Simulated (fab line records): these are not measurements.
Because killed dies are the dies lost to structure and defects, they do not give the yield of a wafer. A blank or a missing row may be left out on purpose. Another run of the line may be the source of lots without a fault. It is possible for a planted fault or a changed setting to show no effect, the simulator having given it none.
Matching of chambers || flow berkeley-cmos170 || UCB170_GATE_ETCH_15 on rie-si-01 has 4 sister chambers
The step etches poly-Si in HBr/Cl2, stops on SiO2, time 56.3 s, target depth 278.2 nm. 4 wafers are shown with their chamber, then 7 later ones without.

== EACH WAFER AND ITS CHAMBER ==
{"wafer": "L393.5", "chamber": 1, "throttle-valve-pct (%)": 26.29}
{"wafer": "L397.3", "chamber": 3, "throttle-valve-pct (%)": 26.69}
{"wafer": "L403.3", "chamber": 0, "throttle-valve-pct (%)": 26.33}
{"wafer": "L405.5", "chamber": 2, "throttle-valve-pct (%)": 26.57}

== WAFERS WITH NO CHAMBER GIVEN ==
{"wafer": "L405.6", "throttle-valve-pct (%)": 26.68}
{"wafer": "L408.1", "throttle-valve-pct (%)": 26.68}
{"wafer": "L408.4", "throttle-valve-pct (%)": 26.34}
{"wafer": "L408.6", "throttle-valve-pct (%)": 26.57}
{"wafer": "L412.1", "throttle-valve-pct (%)": 26.34}
{"wafer": "L412.3", "throttle-valve-pct (%)": 26.67}
{"wafer": "L412.4", "throttle-valve-pct (%)": 26.30}

== EACH ONE'S CHAMBER ==
{"wafer": "L405.6", "from the rows above": 3, "in truth": 3}
{"wafer": "L408.1", "from the rows above": 3, "in truth": 3}
{"wafer": "L408.4", "from the rows above": 0, "in truth": 0}
{"wafer": "L408.6", "from the rows above": 2, "in truth": 2}
{"wafer": "L412.1", "from the rows above": 0, "in truth": 0}
{"wafer": "L412.3", "from the rows above": 3, "in truth": 3}
{"wafer": "L412.4", "from the rows above": "can't be placed: 1 or 0", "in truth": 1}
Placed correctly: 6 of 7. These rows do not allow placing 1 (true chamber among the candidates in 1). 0 placed wrongly.
How it was worked out, from the rows above alone: a wafer's distance from a chamber is the root of the sum, over the readings, of the square of ((its reading less the chamber's mean) divided by the reading's scatter). The wafer belongs to the nearest chamber; if the next one is less than 2 further off, it can't be placed. For every chamber, the mean is computed from those of its wafers that are shown. The scatter (one wafer shown for each chamber): square how far every hidden wafer sits from the nearest shown wafer, average those squares and take the square root.
